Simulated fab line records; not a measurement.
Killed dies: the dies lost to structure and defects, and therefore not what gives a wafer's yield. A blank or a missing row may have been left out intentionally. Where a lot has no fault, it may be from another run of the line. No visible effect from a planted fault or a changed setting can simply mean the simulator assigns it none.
The tool behind it: which one? :: flow ritCmos :: Sampling: 14 lots, 42 wafers, 6 of 202 route steps

WHAT THE GAUGES READ, wafer by wafer
RIT_GATE_OVL_MEAS_17. Usual: GATE_OVL -0.9 nm, standard deviation 1.3.
lot: L348
measured: day 2 12:54
on: overlay-01
GATE_OVL (nm): -1.3 -2.1 -0.5
flag: 

lot: L349
measured: day 2 18:36
on: overlay-02
GATE_OVL (nm): -2.3 -2.8 -2.2
flag: 

lot: L351
measured: day 3 04:24
on: overlay-01
GATE_OVL (nm): -1.3 -0.3 0.1
flag: 

lot: L357
measured: day 4 09:34
on: overlay-01
GATE_OVL (nm): -2.0 -2.4 -2.0
flag: 

lot: L358
measured: day 4 14:40
on: overlay-01
GATE_OVL (nm): -0.8 -1.1 0.3
flag: 

lot: L360
measured: day 5 02:11
on: overlay-01
GATE_OVL (nm): -1.1 -2.5 0.7
flag: 

lot: L361
measured: day 5 05:28
on: overlay-02
GATE_OVL (nm): -1.7 -0.6 -1.4
flag: 

lot: L362
measured: day 5 10:29
on: overlay-02
GATE_OVL (nm): -2.7 -4.1 -1.9
flag: 

lot: L365
measured: day 6 03:04
on: overlay-01
GATE_OVL (nm): -1.0 0.2 -1.5
flag: 

lot: L366
measured: day 6 06:43
on: overlay-02
GATE_OVL (nm): -3.3 -1.4 -2.5
flag: 

lot: L368
measured: day 6 16:25
on: overlay-01
GATE_OVL (nm): -3.2 -1.4 -2.8
flag: 

lot: L369
measured: day 6 21:49
on: overlay-02
GATE_OVL (nm): 1.0 0.3 0.7
flag: 

lot: L370
measured: day 7 02:47
on: overlay-02
GATE_OVL (nm): -1.5 -1.3 -0.4
flag: 

lot: L371
measured: day 7 08:36
on: overlay-01
GATE_OVL (nm): 2.7 1.5 -0.6
flag: 

RIT_NSD_TW_MEAS_10. Usual: NSD_TW 3119, standard deviation 31.
lot: L348
measured: day 2 23:34
on: filmMetro-03
NSD_TW: 3137 3155 3128
flag: 

lot: L349
measured: day 3 05:14
on: filmMetro-01
NSD_TW: 3120 3123 3112
flag: 

lot: L351
measured: day 3 15:04
on: filmMetro-01
NSD_TW: 3144 3124 3124
flag: 

lot: L357
measured: day 4 20:02
on: filmMetro-03
NSD_TW: 3445 3465 3450 3434 3448 3458
flag: OFF

lot: L358
measured: day 5 01:06
on: filmMetro-04
NSD_TW: 3355 3365 3377 3381 3376 3358
flag: OFF

lot: L360
measured: day 5 12:45
on: filmMetro-03
NSD_TW: 3136 3145 3125
flag: 

lot: L361
measured: day 5 16:04
on: filmMetro-04
NSD_TW: 3075 3101 3069
flag: 

lot: L362
measured: day 5 21:53
on: filmMetro-04
NSD_TW: 3088 3070 3070
flag: 

lot: L365
measured: day 6 13:35
on: filmMetro-04
NSD_TW: 3086 3102 3092
flag: 

lot: L366
measured: day 6 17:54
on: filmMetro-01
NSD_TW: 3190 3184 3182
flag: 

lot: L368
measured: day 7 03:57
on: filmMetro-03
NSD_TW: 3147 3144 3145
flag: 

lot: L369
measured: day 7 08:44
on: filmMetro-04
NSD_TW: 3069 3078 3075
flag: 

lot: L370
measured: day 7 15:41
on: filmMetro-03
NSD_TW: 3133 3139 3143
flag: 

lot: L371
measured: day 7 19:46
on: filmMetro-04
NSD_TW: 3079 3086 3086
flag: 

RIT_SDANNEAL_RS_MEAS_05: measurement is done with a four-point probe. Usual: NSD_RS 84.41 ohm/sq, standard deviation 0.26.
lot: L348
measured: day 3 01:35
on: filmMetro-04
NSD_RS (ohm/sq): 84.42 84.29 83.92
flag: 

lot: L349
measured: day 3 07:26
on: filmMetro-04
NSD_RS (ohm/sq): 84.14 84.41 84.38
flag: 

lot: L351
measured: day 3 17:07
on: filmMetro-01
NSD_RS (ohm/sq): 84.61 84.74 84.61
flag: 

lot: L357
measured: day 5 04:36
on: filmMetro-01
NSD_RS (ohm/sq): 59.07 58.98 59.03 59.10 58.93 58.94
flag: OFF

lot: L358
measured: day 5 08:29
on: filmMetro-04
NSD_RS (ohm/sq): 58.85 58.90 58.88 58.89 58.94 58.88
flag: OFF

lot: L360
measured: day 5 14:56
on: filmMetro-03
NSD_RS (ohm/sq): 84.30 84.59 84.52
flag: 

lot: L361
measured: day 5 18:15
on: filmMetro-03
NSD_RS (ohm/sq): 84.86 84.55 84.45
flag: 

lot: L362
measured: day 5 23:55
on: filmMetro-03
NSD_RS (ohm/sq): 84.24 84.67 84.28
flag: 

lot: L365
measured: day 6 15:44
on: filmMetro-04
NSD_RS (ohm/sq): 84.38 84.20 84.48
flag: 

lot: L366
measured: day 6 20:07
on: filmMetro-03
NSD_RS (ohm/sq): 84.23 84.22 84.24
flag: 

lot: L368
measured: day 7 05:59
on: filmMetro-04
NSD_RS (ohm/sq): 84.22 84.32 84.23
flag: 

lot: L369
measured: day 7 10:55
on: filmMetro-04
NSD_RS (ohm/sq): 84.69 84.65 84.93
flag: 

lot: L370
measured: day 7 17:52
on: filmMetro-03
NSD_RS (ohm/sq): 85.23 85.12 85.18
flag: 

lot: L371
measured: day 7 21:52
on: filmMetro-04
NSD_RS (ohm/sq): 84.18 84.36 84.46
flag: 

WHAT TOOL EACH LOT RAN ON (gives the tool, then ch and the chambers of the sampled wafers, and finally the start)
lot: L348
RIT_PLDD_STRIP_09: plasmaAsher-04 ch 0,1, day 2 19:28
RIT_NSD_IMPLANT_08: implanter-02 ch 0, day 2 23:14
RIT_SDANNEAL_RTA_03: rtpAnneal-02 ch 0, day 3 01:24

lot: L349
RIT_PLDD_STRIP_09: plasmaAsher-04 ch 0,1, day 3 00:57
RIT_NSD_IMPLANT_08: implanter-01 ch 0, day 3 04:54
RIT_SDANNEAL_RTA_03: rtpAnneal-01 ch 0, day 3 07:12

lot: L351
RIT_PLDD_STRIP_09: plasmaAsher-04 ch 0,1, day 3 10:52
RIT_NSD_IMPLANT_08: implanter-02 ch 0, day 3 14:44
RIT_SDANNEAL_RTA_03: rtpAnneal-01 ch 0, day 3 16:56

lot: L357
RIT_PLDD_STRIP_09: plasmaAsher-04 ch 0,1, day 4 15:55
RIT_NSD_IMPLANT_08: implanter-04 ch 0, day 4 19:44
RIT_SDANNEAL_RTA_03: rtpAnneal-01 ch 0, day 5 04:24

lot: L358
RIT_PLDD_STRIP_09: plasmaAsher-01 ch 0,1, day 4 21:01
RIT_NSD_IMPLANT_08: implanter-04 ch 0, day 5 00:46
RIT_SDANNEAL_RTA_03: rtpAnneal-02 ch 0, day 5 08:07

lot: L360
RIT_PLDD_STRIP_09: plasmaAsher-04 ch 0,1, day 5 08:41
RIT_NSD_IMPLANT_08: implanter-01 ch 0, day 5 12:28
RIT_SDANNEAL_RTA_03: rtpAnneal-02 ch 0, day 5 14:43

lot: L361
RIT_PLDD_STRIP_09: plasmaAsher-01 ch 0,1, day 5 11:59
RIT_NSD_IMPLANT_08: implanter-02 ch 0, day 5 15:47
RIT_SDANNEAL_RTA_03: rtpAnneal-01 ch 0, day 5 18:02

lot: L362
RIT_PLDD_STRIP_09: plasmaAsher-01 ch 0,1, day 5 17:31
RIT_NSD_IMPLANT_08: implanter-01 ch 0, day 5 21:34
RIT_SDANNEAL_RTA_03: rtpAnneal-02 ch 0, day 5 23:44

lot: L365
RIT_PLDD_STRIP_09: plasmaAsher-01 ch 0, day 6 09:22
RIT_NSD_IMPLANT_08: implanter-01 ch 0, day 6 13:16
RIT_SDANNEAL_RTA_03: rtpAnneal-01 ch 0, day 6 15:34

lot: L366
RIT_PLDD_STRIP_09: plasmaAsher-04 ch 0,1, day 6 13:43
RIT_NSD_IMPLANT_08: implanter-01 ch 0, day 6 17:36
RIT_SDANNEAL_RTA_03: rtpAnneal-02 ch 0, day 6 19:55

lot: L368
RIT_PLDD_STRIP_09: plasmaAsher-04 ch 0,1, day 6 23:50
RIT_NSD_IMPLANT_08: implanter-01 ch 0, day 7 03:37
RIT_SDANNEAL_RTA_03: rtpAnneal-02 ch 0, day 7 05:49

lot: L369
RIT_PLDD_STRIP_09: plasmaAsher-01 ch 0,1, day 7 04:30
RIT_NSD_IMPLANT_08: implanter-01 ch 0, day 7 08:25
RIT_SDANNEAL_RTA_03: rtpAnneal-01 ch 0, day 7 10:44

lot: L370
RIT_PLDD_STRIP_09: plasmaAsher-02 ch 1, day 7 11:14
RIT_NSD_IMPLANT_08: implanter-01 ch 0, day 7 15:21
RIT_SDANNEAL_RTA_03: rtpAnneal-02 ch 0, day 7 17:41

lot: L371
RIT_PLDD_STRIP_09: plasmaAsher-04 ch 0,1, day 7 15:28
RIT_NSD_IMPLANT_08: implanter-02 ch 0, day 7 19:28
RIT_SDANNEAL_RTA_03: rtpAnneal-01 ch 0, day 7 21:40
- RIT_PLDD_STRIP_09: strips in O2, time 180 s.
- RIT_NSD_IMPLANT_08
- RIT_SDANNEAL_RTA_03: time 5 s.

AS READ BY THE TOOLS THEMSELVES (means over the sampled wafers that have a number; for cases with no such wafer, the mark the record gives instead)
RIT_PLDD_STRIP_09. Usual: drypumpMotorCurrentA at 5.6 A, with a standard deviation of 0.36.
lot: L348
tool: plasmaAsher-04
drypumpMotorCurrentA (A): 5.8
flag: 

lot: L349
tool: plasmaAsher-04
drypumpMotorCurrentA (A): 5.8
flag: 

lot: L351
tool: plasmaAsher-04
drypumpMotorCurrentA (A): 5.8
flag: 

lot: L357
tool: plasmaAsher-04
drypumpMotorCurrentA (A): 5.8
flag: 

lot: L358
tool: plasmaAsher-01
drypumpMotorCurrentA (A): 5.2
flag: 

lot: L360
tool: plasmaAsher-04
drypumpMotorCurrentA (A): 5.8
flag: 

lot: L361
tool: plasmaAsher-01
drypumpMotorCurrentA (A): 5.2
flag: 

lot: L362
tool: plasmaAsher-01
drypumpMotorCurrentA (A): 5.2
flag: 

lot: L365
tool: plasmaAsher-01
drypumpMotorCurrentA (A): 5.2
flag: 

lot: L366
tool: plasmaAsher-04
drypumpMotorCurrentA (A): 5.8
flag: 

lot: L368
tool: plasmaAsher-04
drypumpMotorCurrentA (A): 5.8
flag: 

lot: L369
tool: plasmaAsher-01
drypumpMotorCurrentA (A): 5.2
flag: 

lot: L370
tool: plasmaAsher-02
drypumpMotorCurrentA (A): 5.1
flag: 

lot: L371
tool: plasmaAsher-04
drypumpMotorCurrentA (A): 5.8
flag: 

RIT_NSD_IMPLANT_08. Usual: doseIonsCm2 9.999e+14, standard deviation 8.5e+11; endStationPressureTorr 7.5e-06 Torr, standard deviation 3.9e-07; faradayCurrentUA 3138, standard deviation 57.
lot: L348
tool: implanter-02
doseIonsCm2: 9.993e+14
endStationPressureTorr (Torr): 7.5e-06
faradayCurrentUA: 3213
flag: 

lot: L349
tool: implanter-01
doseIonsCm2: 1.001e+15
endStationPressureTorr (Torr): 7.7e-06
faradayCurrentUA: 3196
flag: 

lot: L351
tool: implanter-02
doseIonsCm2: 1.000e+15
endStationPressureTorr (Torr): 7.8e-06
faradayCurrentUA: 3184
flag: 

lot: L357
tool: implanter-04
doseIonsCm2: 1.625e+15
endStationPressureTorr (Torr): 9.3e-06
faradayCurrentUA: 5034
flag: OFF

lot: L358
tool: implanter-04
doseIonsCm2: 1.625e+15
endStationPressureTorr (Torr): 9.2e-06
faradayCurrentUA: 5019
flag: OFF

lot: L360
tool: implanter-01
doseIonsCm2: 1.001e+15
endStationPressureTorr (Torr): 7.9e-06
faradayCurrentUA: 3146
flag: 

lot: L361
tool: implanter-02
doseIonsCm2: 1.001e+15
endStationPressureTorr (Torr): 7.9e-06
faradayCurrentUA: 3120
flag: 

lot: L362
tool: implanter-01
doseIonsCm2: 1.001e+15
endStationPressureTorr (Torr): 7.3e-06
faradayCurrentUA: 3121
flag: 

lot: L365
tool: implanter-01
doseIonsCm2: 9.999e+14
endStationPressureTorr (Torr): 7.3e-06
faradayCurrentUA: 3143
flag: 

lot: L366
tool: implanter-01
doseIonsCm2: 1.000e+15
endStationPressureTorr (Torr): 7.4e-06
faradayCurrentUA: 3100
flag: 

lot: L368
tool: implanter-01
doseIonsCm2: 9.987e+14
endStationPressureTorr (Torr): 7.2e-06
faradayCurrentUA: 3167
flag: 

lot: L369
tool: implanter-01
doseIonsCm2: 1.000e+15
endStationPressureTorr (Torr): 7.7e-06
faradayCurrentUA: 3164
flag: 

lot: L370
tool: implanter-01
doseIonsCm2: 1.000e+15
endStationPressureTorr (Torr): 7.4e-06
faradayCurrentUA: 3148
flag: 

lot: L371
tool: implanter-02
doseIonsCm2: 9.995e+14
endStationPressureTorr (Torr): 7.4e-06
faradayCurrentUA: 3139
flag: 

RIT_SDANNEAL_RTA_03. Usual: wafer_temp_C_max at 1053.4, with a standard deviation of 1.1.
lot: L348
tool: rtpAnneal-02
wafer_temp_C_max: 1053.3
flag: 

lot: L349
tool: rtpAnneal-01
wafer_temp_C_max: 1053.2
flag: 

lot: L351
tool: rtpAnneal-01
wafer_temp_C_max: 1053.3
flag: 

lot: L357
tool: rtpAnneal-01
wafer_temp_C_max: 1052.9
flag: 

lot: L358
tool: rtpAnneal-02
wafer_temp_C_max: 1054.4
flag: 

lot: L360
tool: rtpAnneal-02
wafer_temp_C_max: 1053.3
flag: 

lot: L361
tool: rtpAnneal-01
wafer_temp_C_max: 1054.2
flag: 

lot: L362
tool: rtpAnneal-02
wafer_temp_C_max: 1054.1
flag: 

lot: L365
tool: rtpAnneal-01
wafer_temp_C_max: 1053.6
flag: 

lot: L366
tool: rtpAnneal-02
wafer_temp_C_max: 1054.4
flag: 

lot: L368
tool: rtpAnneal-02
wafer_temp_C_max: 1053.9
flag: 

lot: L369
tool: rtpAnneal-01
wafer_temp_C_max: 1053.8
flag: 

lot: L370
tool: rtpAnneal-02
wafer_temp_C_max: 1053.4
flag: 

lot: L371
tool: rtpAnneal-01
wafer_temp_C_max: 1054.1
flag: 

THE ANSWER, worked out from the rows above alone
Rule: take the mean of a lot's wafers that have a number; if it is more than 3 standard deviations from the usual mean, the lot is off. A lot without any number at a reading at which 4 lots or more have one is off too. The other lots that the step has rows for count as sound. The gauges are gone through in route order, then the tools' own readings, and for those a lot's mean is taken as printed above. At the first step where some lot is off, the reading lying furthest off is the one used; lots without a number count as furthest.
Off: L357, L358, at RIT_NSD_TW_MEAS_10 (NSD_TW).
A tool fits if, at a process step before that reading, it ran every lot that is off, and no sound lot after the first of them. The gauges at RIT_NSD_TW_MEAS_10 aren't tried: what is off there is off at RIT_NSD_IMPLANT_08 too, on other tools, and a gauge's error can't cause that. One fits: RIT_NSD_IMPLANT_08 on implanter-04. It ran no sound lot before its first lot that is off in this sample, so the start can't be narrowed down.
The tool's own readings at RIT_NSD_IMPLANT_08 bear it out: on the lots that are off they differ by more than 5 times the standard deviation of the sound lots' means. doseIonsCm2 reads 1.625e+15 there against 1.000e+15 on the sound lots; endStationPressureTorr reads 9.3e-06 Torr there against 7.5e-06 Torr on the sound lots; faradayCurrentUA reads 5026 there against 3153 on the sound lots.

WHAT THE SIMULATOR HAD PUT IN
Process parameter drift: implanter-04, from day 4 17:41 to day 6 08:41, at RIT_NSD_IMPLANT_08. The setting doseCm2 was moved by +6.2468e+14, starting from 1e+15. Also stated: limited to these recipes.
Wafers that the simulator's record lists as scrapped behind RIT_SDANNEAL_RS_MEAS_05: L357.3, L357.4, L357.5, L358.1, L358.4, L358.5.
Struck lots among those shown: L357, L358. Same finding as the rule above.
